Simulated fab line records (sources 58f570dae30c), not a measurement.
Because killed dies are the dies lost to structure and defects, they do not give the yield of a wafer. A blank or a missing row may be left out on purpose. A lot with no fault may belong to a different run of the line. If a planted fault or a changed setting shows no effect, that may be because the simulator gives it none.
fab line records	flow berkeley-cmos170	part 1 of 2: steps 1 to 31 of 41
[record] lots = 5	wafers = 15	last-day = 11
route steps=331 shown M2@276 V2@292 M3@309
lots that met no fault: taken from a fault-free run of the same line
start-h: hours from the record's first day to the start of the lot's first wafer shown	wait-h: time in hours since the lot's previous step	" as in the row above	L1.1+2: a row that stands for several wafers	- either no value or no given start	* or withheld: withheld	< > ~ a bound
route shown NAME@n: NAME is a module with steps in the file, n the number in the route of the first one	usual: mean and standard deviation over wafers with no fault	same: alike in all rows	chamber/n: place in a boat	sites: each site's reading	_std_site: standard deviation across them	_edge_site: outer sites' mean less inner sites'	radius-mm: how far each site lies from the wafer's centre	mask NAME#n: copy n	behind: the last tool/chamber to shape the wafer	hold: the reason the lot was held/the length of the hold in hours/how it ended	device: names the non-switching transistor (n, p or np)	end of line: the tests these same wafers got at the end of their route	a step with no rows: only its recipe	killed: not the wafer's yield, but the dies lost to structure and defects at the first sort	map: a wafer's dies, x killed, . not, _ none there
set.NAME: the setting the step ran with; set.NAME@STEP: the setting that earlier step ran with	model.NAME: the simulator's own value behind a step, which no gauge read
lots at some steps of the route; a table a step, a row a wafer
services: from which hour (start-h, from the record's first day; less than 0 if before it) a tool's chamber was out of use, for how many hours, and why
[[steps]]
[step UCB170_M2_COAT_05]
[recipe] resist = KrF	spin-rpm = 1500	resist-thk-nm = 900
lot.wafer	tool	chamber	start-h	wait-h
L076.1+3+5	litho-track-03	0	171.97	0.1
L085.1+4+6	litho-track-01	0	223.44	0.1
L090.1+4+5	litho-track-03	0	232.28	0.1
L089.2+3+5	litho-track-04	0	240.91	0.1
L093.2+3+4	litho-track-01	0	252.35	0.1
[step UCB170_M2_SOFTBAKE_06]
[recipe] resist = KrF	temp-c = 130	time-s = 60
lot.wafer	tool	chamber	start-h	wait-h
L076.1+3+5	litho-track-03	0	172.12	0.1
L085.1+4+6	litho-track-01	0	223.59	0.1
L090.1+4+5	litho-track-03	0	232.43	0.1
L089.2+3+5	litho-track-04	0	241.06	0.1
L093.2+3+4	litho-track-01	0	252.50	0.1
[step UCB170_M2_STRIP_07]
[recipe] chemistry = O2	power-w = 400	pressure-mtorr = 3500	platen-temp-c = withheld	o2-flow-sccm = 400	overash-fraction = 0.5
[usual] drypump-motor-current-A = 5.8/0.33	oes-product-au = 0.735/0.0046	strip-time-to-endpoint-s = 21.93/0.057
lot.wafer	tool	chamber	start-h	wait-h	drypump-motor-current-A	oes-product-au	rf-hours-counter-h	strip-time-to-endpoint-s
L076.1	plasma-asher-02	1	172.27	0.1	5.9	0.730	44	21.91
L076.3	"	1	"	"	5.9	0.737	-	21.95
L076.5	"	1	"	"	5.9	0.738	-	21.87
L085.1	plasma-asher-02	1	223.74	0.1	6.0	0.728	50	22.04
L085.4	"	0	"	"	6.0	0.732	-	21.96
L085.6	"	0	"	"	6.0	0.740	-	21.90
L090.1	plasma-asher-02	1	232.58	0.1	5.9	0.736	51	21.96
L090.4	"	0	"	"	6.0	0.725	-	21.99
L090.5	"	1	"	"	5.9	0.736	-	21.96
L089.2	plasma-asher-02	1	241.19	0.1	5.9	0.739	53	21.98
L089.3	"	0	"	"	6.0	0.741	-	21.93
L089.5	"	0	"	"	6.0	0.731	-	21.91
L093.2	plasma-asher-01	0	252.63	0.1	5.5	0.735	57	21.94
L093.3	"	0	"	"	5.5	0.733	-	21.99
L093.4	"	1	"	"	6.2	0.739	-	21.96
[step UCB170_M2_STRIP_08]
[recipe] chemistry = DMSO	temp-c = 80	time-s = 600	material = KrF
[usual] temp-c = 80.02/0.13
lot.wafer	tool	chamber	start-h	wait-h	temp-c
L076.1	wet-bench-03	2	174.17	1.9	80.07
L076.3	"	2	"	"	80.03
L076.5	"	2	"	"	80.06
L085.1	wet-bench-03	2	223.84	0.1	79.86
L085.4	"	2	"	"	80.08
L085.6	"	2	"	"	80.12
L090.1	wet-bench-03	0	232.72	0.1	80.14
L090.4	"	0	"	"	80.11
L090.5	"	0	"	"	80.13
L089.2	wet-bench-03	1	241.40	0.2	80.06
L089.3	"	1	"	"	80.24
L089.5	"	1	"	"	80.13
L093.2	wet-bench-03	2	252.73	0.1	80.10
L093.3	"	2	"	"	79.95
L093.4	"	2	"	"	79.97
[step UCB170_M2_COAT_09]
[recipe] resist = BARC	temp-c = withheld	time-s = withheld	spin-rpm = 3000	resist-thk-nm = withheld
lot.wafer	tool	chamber	start-h	wait-h
L076.1+3+5	litho-track-04	0	174.36	0.0
L085.1+4+6	litho-track-03	0	224.46	0.4
L090.1+4+5	litho-track-03	0	233.03	0.1
L089.2+3+5	litho-track-03	0	241.72	0.1
L093.2+3+4	litho-track-01	0	252.94	0.0
[step UCB170_M2_COAT_10]
[recipe] resist = KrF	spin-rpm = 1500	resist-thk-nm = 900
lot.wafer	tool	chamber	start-h	wait-h
L076.1+3+5	litho-track-04	0	-	-
L085.1+4+6	litho-track-03	0	-	-
L090.1+4+5	litho-track-03	0	-	-
L089.2+3+5	litho-track-03	0	-	-
L093.2+3+4	litho-track-01	0	-	-
[step UCB170_M2_SOFTBAKE_11]
[recipe] resist = KrF	temp-c = 130	time-s = 60
lot.wafer	tool	chamber	start-h	wait-h
L076.1+3+5	litho-track-04	0	-	-
L085.1+4+6	litho-track-03	0	-	-
L090.1+4+5	litho-track-03	0	-	-
L089.2+3+5	litho-track-03	0	-	-
L093.2+3+4	litho-track-01	0	-	-
[step UCB170_M2_EXPOSE_12]
[recipe] mask-id = METAL2	target-cd-nm = 700	na = 0.5	sigma-outer = 0.6	source-shape = conventional	dose-mj = 26
lot.wafer	tool	chamber	start-h	wait-h	mask
L076.1+3+5	krf-scanner-02	0	174.94	-	METAL2#0
L085.1+4+6	krf-scanner-02	0	225.04	-	METAL2#0
L090.1+4+5	krf-scanner-01	0	233.61	-	METAL2#0
L089.2+3+5	krf-scanner-01	0	242.28	-	METAL2#0
L093.2+3+4	krf-scanner-02	0	253.56	-	METAL2#0
[step UCB170_M2_PEB_13]
[recipe] peb-temp-c = 130	peb-time-s = withheld	resist = KrF
lot.wafer	tool	chamber	start-h	wait-h
L076.1+3+5	litho-track-01	0	175.05	0.1
L085.1+4+6	litho-track-04	0	225.15	0.1
L090.1+4+5	litho-track-04	0	233.93	0.3
L089.2+3+5	litho-track-04	0	242.41	0.1
L093.2+3+4	litho-track-04	0	253.75	0.2
[step UCB170_M2_DEVELOP_14]
[recipe] developer = TMAH	develop-time-s = 45	resist = KrF	dev-temp-c = 21
lot.wafer	tool	chamber	start-h	wait-h
L076.1+3+5	litho-track-01	0	-	-
L085.1+4+6	litho-track-04	0	-	-
L090.1+4+5	litho-track-04	0	-	-
L089.2+3+5	litho-track-04	0	-	-
L093.2+3+4	litho-track-04	0	-	-
[step UCB170_M2_CD_MEAS_15]
[recipe] target-cd-nm = 700
[usual] cd-nm = 699.6/1.6
lot.wafer	tool	chamber	start-h	wait-h	cd-nm
L076.1	cd-sem-02	-	175.33	-	697.1
L076.3	"	-	"	"	697.9
L076.5	"	-	"	"	695.7
L085.1	cd-sem-01	-	225.43	-	700.7
L085.4	"	-	"	"	701.5
L085.6	"	-	"	"	701.0
L090.1	cd-sem-02	-	234.20	-	696.5
L090.4	"	-	"	"	696.3
L090.5	"	-	"	"	696.7
L089.2	cd-sem-01	-	242.68	-	698.6
L089.3	"	-	"	"	697.8
L089.5	"	-	"	"	697.3
L093.2	cd-sem-01	-	254.02	-	697.8
L093.3	"	-	"	"	698.0
L093.4	"	-	"	"	699.3
[step UCB170_M2_OVL_MEAS_16]
[usual] M2_OVL = -7/4.9
lot.wafer	tool	chamber	start-h	wait-h	M2_OVL[nm]
L076.1	overlay-01	-	175.45	0.1	-15
L076.3	"	-	"	"	-10
L076.5	"	-	"	"	-10
L085.1	overlay-01	-	225.55	0.1	1
L085.4	"	-	"	"	-1
L085.6	"	-	"	"	-5
L090.1	overlay-01	-	234.32	0.1	-7
L090.4	"	-	"	"	-5
L090.5	"	-	"	"	-11
L089.2	overlay-01	-	242.78	0.1	-5
L089.3	"	-	"	"	-4
L089.5	"	-	"	"	-13
L093.2	overlay-02	-	254.13	0.1	1
L093.3	"	-	"	"	4
L093.4	"	-	"	"	-9
[step UCB170_M2_ETCH_17]
[recipe] chemistry = N2/H2	target-depth-a = withheld	overetch-a = withheld	target = BARC	time-s = withheld	source-w = 500	bias-w = 100	pressure-mtorr = 30	n2-flow-sccm = 100	h2-flow-sccm = 200
[usual] drypump-motor-current-A = 5.6/0.34	oes-product-au = 1.003/0.022	throttle-valve-pct = 13.29/0.16
lot.wafer	tool	chamber	start-h	wait-h	drypump-motor-current-A	oes-product-au	throttle-valve-pct
L076.1	rie-diel-01	3	175.48	0.0	5.1	1.003	13.62
L076.3	"	1	"	"	5.5	1.023	13.11
L076.5	"	3	"	"	5.1	1.001	13.60
L085.1	rie-diel-01	2	225.58	0.0	5.8	0.967	13.20
L085.4	"	3	"	"	5.1	1.005	13.63
L085.6	"	0	"	"	5.8	1.006	13.22
L090.1	rie-diel-01	1	234.36	0.0	5.6	1.034	13.12
L090.4	"	0	"	"	5.8	1.021	13.22
L090.5	"	3	"	"	5.1	1.009	13.62
L089.2	rie-diel-01	2	242.81	0.0	5.7	0.980	13.20
L089.3	"	3	"	"	5.1	1.008	13.61
L089.5	"	3	"	"	5.1	1.002	13.63
L093.2	rie-diel-01	1	254.16	0.0	5.6	1.030	13.12
L093.3	"	3	"	"	5.1	1.007	13.62
L093.4	"	2	"	"	5.7	0.967	13.19
[step UCB170_M2_METAL_ETCH_18]
[recipe] chemistry = Cl2/BCl3	target = Al	stop-on = SiO2	pressure-mtorr = 12	target-depth-a = 11700	over-etch-frac = 0.3	time-s = 195	icp-w = 584.1	bias-w = 120	Cl2_flow_sccm = 90	bcl3-flow-sccm = 45
[usual] drypump-motor-current-A = 5.6/0.34	oes-product-au = 0.860/0.0096	throttle-valve-pct = 24.42/0.29
lot.wafer	tool	chamber	start-h	wait-h	drypump-motor-current-A	oes-product-au	rf-hours-counter-h	throttle-valve-pct
L076.1	rie-metal-02	0	175.53	-	6.0	0.862	9	24.25
L076.3	"	1	"	"	5.1	0.853	-	24.61
L076.5	"	0	"	"	6.1	0.860	-	24.25
L085.1	rie-metal-02	0	225.63	-	6.0	0.863	11	24.25
L085.4	"	1	"	"	5.2	0.858	-	24.62
L085.6	"	1	"	"	5.2	0.863	-	24.61
L090.1	rie-metal-02	0	234.40	-	6.1	0.864	11	24.27
L090.4	"	1	"	"	5.2	0.863	-	24.61
L090.5	"	1	"	"	5.2	0.858	-	24.61
L089.2	rie-metal-04	1	242.86	-	6.0	0.835	9	24.82
L089.3	"	1	"	"	6.0	0.847	-	24.83
L089.5	"	1	"	"	6.0	0.850	-	24.83
L093.2	rie-metal-04	0	254.20	-	5.9	0.856	3	24.66
L093.3	"	1	"	"	6.0	0.844	-	24.81
L093.4	"	0	"	"	5.9	0.851	-	24.65
[step UCB170_M2_STRIP_19]
[recipe] chemistry = O2	power-w = 400	pressure-mtorr = 3500	platen-temp-c = withheld	o2-flow-sccm = 400	overash-fraction = 0.5
[usual] drypump-motor-current-A = 5.8/0.36	oes-product-au = 0.549/0.017
lot.wafer	tool	chamber	start-h	wait-h	drypump-motor-current-A	oes-product-au	rf-hours-counter-h
L076.1	plasma-asher-04	1	175.71	0.1	5.2	0.536	6
L076.3	"	0	"	"	6.1	0.566	-
L076.5	"	0	"	"	6.1	0.545	-
L085.1	plasma-asher-02	1	225.81	0.1	5.9	0.551	51
L085.4	"	0	"	"	6.0	0.559	-
L085.6	"	1	"	"	5.9	0.570	-
L090.1	plasma-asher-04	0	234.59	0.1	6.0	0.542	14
L090.4	"	0	"	"	6.1	0.560	-
L090.5	"	0	"	"	6.1	0.557	-
L089.2	plasma-asher-01	0	243.04	0.1	5.6	0.526	55
L089.3	"	1	"	"	6.3	0.532	-
L089.5	"	0	"	"	5.5	0.522	-
L093.2	plasma-asher-02	1	254.39	0.1	5.9	0.509	54
L093.3	"	1	"	"	6.0	0.538	-
L093.4	"	0	"	"	6.0	0.531	-
[step UCB170_M2_CD_MEAS_90]
[recipe] target-cd-nm = 700
[usual] cd-nm = 699.2/2.8
lot.wafer	tool	chamber	start-h	wait-h	cd-nm
L076.1	cd-sem-02	-	175.81	0.1	700.2
L076.3	"	-	"	"	699.4
L076.5	"	-	"	"	699.2
L085.1	cd-sem-02	-	225.91	0.1	703.3
L085.4	"	-	"	"	701.4
L085.6	"	-	"	"	702.7
L090.1	cd-sem-02	-	234.69	0.1	701.5
L090.4	"	-	"	"	701.6
L090.5	"	-	"	"	697.3
L089.2	cd-sem-02	-	243.16	0.1	693.7
L089.3	"	-	"	"	694.9
L089.5	"	-	"	"	697.1
L093.2	cd-sem-01	-	254.51	0.1	696.9
L093.3	"	-	"	"	696.3
L093.4	"	-	"	"	697.4
[step UCB170_V2_CVD_00]
[recipe] material = SiO2	target-thk-nm = 2000	temp-c = 390	precursor = TEOS/O2	time-s = 250	rf-w = 550	pressure-mtorr = 9000
[usual] heater-power-w = 247/60
lot.wafer	tool	chamber	start-h	wait-h	heater-power-w
L076.1	pecvd-03	0	175.93	0.1	256
L076.3	"	1	"	"	316
L076.5	"	1	"	"	242
L085.1	pecvd-03	1	226.03	0.1	272
L085.4	"	1	"	"	333
L085.6	"	2	"	"	205
L090.1	pecvd-03	0	234.81	0.1	217
L090.4	"	2	"	"	201
L090.5	"	0	"	"	276
L089.2	pecvd-03	1	243.26	0.1	329
L089.3	"	0	"	"	209
L089.5	"	0	"	"	280
L093.2	pecvd-01	0	254.61	0.1	203
L093.3	"	1	"	"	274
L093.4	"	1	"	"	335
[step UCB170_V2_THK_MEAS_01]
[recipe] reads = SiO2_of_V2_CVD_00
[usual] V2_TEOS_THK = 2010/27
lot.wafer	tool	chamber	start-h	wait-h	V2_TEOS_THK[nm]
L076.1	film-metro-02	-	176.09	0.1	2003
L076.3	"	-	"	"	1978
L076.5	"	-	"	"	1999
L085.1	film-metro-03	-	226.19	0.1	1971
L085.4	"	-	"	"	2011
L085.6	"	-	"	"	2032
L090.1	film-metro-03	-	234.96	0.1	2002
L090.4	"	-	"	"	2038
L090.5	"	-	"	"	2050
L089.2	film-metro-02	-	243.43	0.1	1987
L089.3	"	-	"	"	2042
L089.5	"	-	"	"	2063
L093.2	film-metro-02	-	254.77	0.1	1976
L093.3	"	-	"	"	2041
L093.4	"	-	"	"	2013
[step UCB170_V2_CMP_02]
[recipe] material = SiO2	down-force-psi = 6	platen-rpm = 60	pad-velocity-m-s = 0.75398
[usual] motor-current-A = 15.8/1.1
lot.wafer	tool	chamber	start-h	wait-h	motor-current-A
L076.1	cmp-02	2	176.20	0.1	15.5
L076.3	"	0	"	"	16.6
L076.5	"	2	"	"	15.8
L085.1	cmp-01	1	226.35	0.1	14.5
L085.4	"	2	"	"	15.0
L085.6	"	0	"	"	16.1
L090.1	cmp-01	0	235.07	0.1	16.2
L090.4	"	2	"	"	14.5
L090.5	"	3	"	"	15.5
L089.2	cmp-01	3	243.85	0.4	15.8
L089.3	"	2	"	"	13.8
L089.5	"	3	"	"	15.4
L093.3	cmp-01	2	254.87	0.1	13.7
L093.4	"	3	"	"	16.4
L093.2	"	0	"	"	16.2
[step UCB170_V2_BOW_MEAS_03]
[recipe] mode = bow
[usual] V2_BOW = 35/6.6
lot.wafer	tool	chamber	start-h	wait-h	V2_BOW[um]
L076.1	film-metro-04	-	176.45	0.2	37
L076.3	"	-	"	"	35
L076.5	"	-	"	"	38
L085.1	film-metro-04	-	226.55	0.1	40
L085.4	"	-	"	"	42
L085.6	"	-	"	"	41
L090.1	film-metro-02	-	235.32	0.2	34
L090.4	"	-	"	"	30
L090.5	"	-	"	"	34
L089.2	film-metro-04	-	244.17	0.3	34
L089.3	"	-	"	"	38
L089.5	"	-	"	"	44
L093.2	film-metro-02	-	255.14	0.1	40
L093.3	"	-	"	"	34
L093.4	"	-	"	"	31
[step UCB170_V2_THK_MEAS_04]
[recipe] reads = SiO2_of_V2_CVD_00
[usual] V2_POLISHED_THK = 1001.1/0.97
lot.wafer	tool	chamber	start-h	wait-h	V2_POLISHED_THK[nm]
L076.1	film-metro-04	-	176.57	0.1	1001.7
L076.3	"	-	"	"	1002.0
L076.5	"	-	"	"	1001.8
L085.1	film-metro-04	-	226.67	0.1	1000.4
L085.4	"	-	"	"	1001.0
L085.6	"	-	"	"	1001.1
L090.1	film-metro-02	-	235.44	0.1	1002.1
L090.4	"	-	"	"	1000.0
L090.5	"	-	"	"	1001.2
L089.2	film-metro-04	-	244.28	0.1	1000.7
L089.3	"	-	"	"	999.7
L089.5	"	-	"	"	1003.2
L093.2	film-metro-02	-	255.25	0.1	1002.5
L093.3	"	-	"	"	1000.5
L093.4	"	-	"	"	1001.2
[step UCB170_V2_CLEAN_05]
[recipe] chemistry = DIW
lot.wafer	tool	chamber	start-h	wait-h
L076.1+3+5	wet-bench-03	2	176.63	0.1
L085.1+4+6	wet-bench-02	3	226.73	0.1
L090.1+4+5	wet-bench-02	1	235.50	0.1
L089.2+3+5	wet-bench-03	0	244.33	0.0
L093.2+3+4	wet-bench-01	3	255.31	0.0
[step UCB170_V2_HMDS_06]
[recipe] prime-time-s = 60	prime-temp-c = 100
[usual] prime-temp-c = 99.98/0.12
lot.wafer	tool	chamber	start-h	wait-h	prime-temp-c
L076.1	litho-track-03	0	176.97	0.1	100.03
L076.3	"	0	"	"	99.95
L076.5	"	0	"	"	99.97
L085.1	litho-track-02	0	227.06	0.1	99.71
L085.4	"	0	"	"	99.75
L085.6	"	0	"	"	99.73
L090.1	litho-track-04	0	235.90	0.2	99.87
L090.4	"	0	"	"	100.09
L090.5	"	0	"	"	100.09
L089.2	litho-track-03	0	244.53	0.0	99.99
L089.3	"	0	"	"	99.98
L089.5	"	0	"	"	99.95
L093.2	litho-track-04	0	255.61	0.1	100.08
L093.3	"	0	"	"	100.05
L093.4	"	0	"	"	100.06
[step UCB170_V2_COAT_07]
[recipe] resist = KrF	spin-rpm = 1500	resist-thk-nm = 900
lot.wafer	tool	chamber	start-h	wait-h
L076.1+3+5	litho-track-03	0	177.12	0.1
L085.1+4+6	litho-track-02	0	227.21	0.1
L090.1+4+5	litho-track-04	0	236.05	0.1
L089.2+3+5	litho-track-03	0	244.68	0.1
L093.2+3+4	litho-track-04	0	255.76	0.1
[step UCB170_V2_SOFTBAKE_08]
[recipe] resist = KrF	temp-c = 130	time-s = 60
lot.wafer	tool	chamber	start-h	wait-h
L076.1+3+5	litho-track-03	0	177.27	0.1
L085.1+4+6	litho-track-02	0	227.36	0.1
L090.1+4+5	litho-track-04	0	236.20	0.1
L089.2+3+5	litho-track-03	0	244.83	0.1
L093.2+3+4	litho-track-04	0	255.91	0.1
[step UCB170_V2_EXPOSE_09]
[recipe] mask-id = VIA2	target-cd-nm = 700	na = 0.5	sigma-outer = 0.6	source-shape = conventional	dose-mj = 37
lot.wafer	tool	chamber	start-h	wait-h	mask
L076.1+3+5	krf-scanner-02	0	177.54	0.2	VIA2#0
L085.1+4+6	krf-scanner-01	0	227.51	0.1	VIA2#0
L090.1+4+5	krf-scanner-01	0	236.48	0.2	VIA2#0
L089.2+3+5	krf-scanner-01	0	245.12	0.3	VIA2#0
L093.2+3+4	krf-scanner-02	0	256.16	0.2	VIA2#0
[step UCB170_V2_PEB_10]
[recipe] peb-temp-c = 130	peb-time-s = withheld	resist = KrF
lot.wafer	tool	chamber	start-h	wait-h
L076.1+3+5	litho-track-03	0	178.08	0.5
L085.1+4+6	litho-track-02	0	227.96	0.4
L090.1+4+5	litho-track-02	0	236.60	0.1
L089.2+3+5	litho-track-04	0	245.24	0.1
L093.2+3+4	litho-track-02	0	256.44	0.3
[step UCB170_V2_DEVELOP_11]
[recipe] developer = TMAH	develop-time-s = 45	resist = KrF	dev-temp-c = 21
lot.wafer	tool	chamber	start-h	wait-h
L076.1+3+5	litho-track-03	0	-	-
L085.1+4+6	litho-track-02	0	-	-
L090.1+4+5	litho-track-02	0	-	-
L089.2+3+5	litho-track-04	0	-	-
L093.2+3+4	litho-track-02	0	-	-
[step UCB170_V2_CD_MEAS_12]
[recipe] target-cd-nm = 700
[usual] cd-nm = 700.7/1.5
lot.wafer	tool	chamber	start-h	wait-h	cd-nm
L076.1	cd-sem-02	-	178.36	-	699.6
L076.3	"	-	"	"	700.6
L076.5	"	-	"	"	700.5
L085.1	cd-sem-02	-	228.23	-	697.8
L085.4	"	-	"	"	698.7
L085.6	"	-	"	"	698.9
L090.1	cd-sem-01	-	236.87	-	699.4
L090.4	"	-	"	"	698.4
L090.5	"	-	"	"	701.4
L089.2	cd-sem-01	-	245.51	-	698.9
L089.3	"	-	"	"	699.7
L089.5	"	-	"	"	699.7
L093.2	cd-sem-01	-	256.71	-	702.9
L093.3	"	-	"	"	700.3
L093.4	"	-	"	"	701.1
[step UCB170_V2_OVL_MEAS_13]
[usual] V2_OVL = -1/4.6
lot.wafer	tool	chamber	start-h	wait-h	V2_OVL[nm]
L076.1	overlay-01	-	178.48	0.1	-2
L076.3	"	-	"	"	-6
L076.5	"	-	"	"	-1
L085.1	overlay-02	-	228.35	0.1	1
L085.4	"	-	"	"	2
L085.6	"	-	"	"	-3
L090.1	overlay-01	-	236.99	0.1	-3
L090.4	"	-	"	"	7
L090.5	"	-	"	"	-3
L089.2	overlay-02	-	245.62	0.1	-1
L089.3	"	-	"	"	-1
L089.5	"	-	"	"	0
L093.2	overlay-02	-	256.82	0.1	-9
L093.3	"	-	"	"	-3
L093.4	"	-	"	"	-4
[step UCB170_V2_ETCH_14]
[recipe] chemistry = CHF3/CF4/Ar	target = SiO2	stop-on = Al	CHF3_flow_sccm = 45	cf4-flow-sccm = 15	Ar_flow_sccm = 150	pressure-mtorr = 200	rf-w = 700	target-depth-a = 12500	over-etch-frac = 0.25	time-s = 279.7
[usual] drypump-motor-current-A = 5.7/0.38	oes-product-au = 0.891/0.013	throttle-valve-pct = 6.94/0.093
lot.wafer	tool	chamber	start-h	wait-h	drypump-motor-current-A	oes-product-au	rf-hours-counter-h	throttle-valve-pct
L076.1	rie-diel-02	0	178.51	0.0	6.0	0.872	59	7.01
L076.3	"	1	"	"	6.3	0.910	11	6.93
L076.5	"	2	"	"	5.0	0.889	-	7.01
L085.1	rie-diel-04	1	228.39	0.0	6.1	0.880	1	6.99
L085.4	"	2	"	"	5.7	0.898	120	6.85
L085.6	"	0	"	"	5.8	0.878	-	6.86
L090.1	rie-diel-04	1	237.03	0.0	6.2	0.876	2	7.00
L090.4	"	3	"	"	5.7	0.864	47	7.00
L090.5	"	2	"	"	5.7	0.899	-	6.83
L089.2	rie-diel-02	2	245.65	0.0	5.0	0.878	48	7.04
L089.3	"	1	"	"	6.2	0.918	16	6.95
L089.5	"	1	"	"	6.3	0.916	-	6.92
L093.2	rie-diel-04	3	256.85	0.0	5.7	0.871	48	7.00
L093.3	"	2	"	"	5.7	0.899	121	6.84
L093.4	"	0	"	"	5.8	0.889	92	6.88
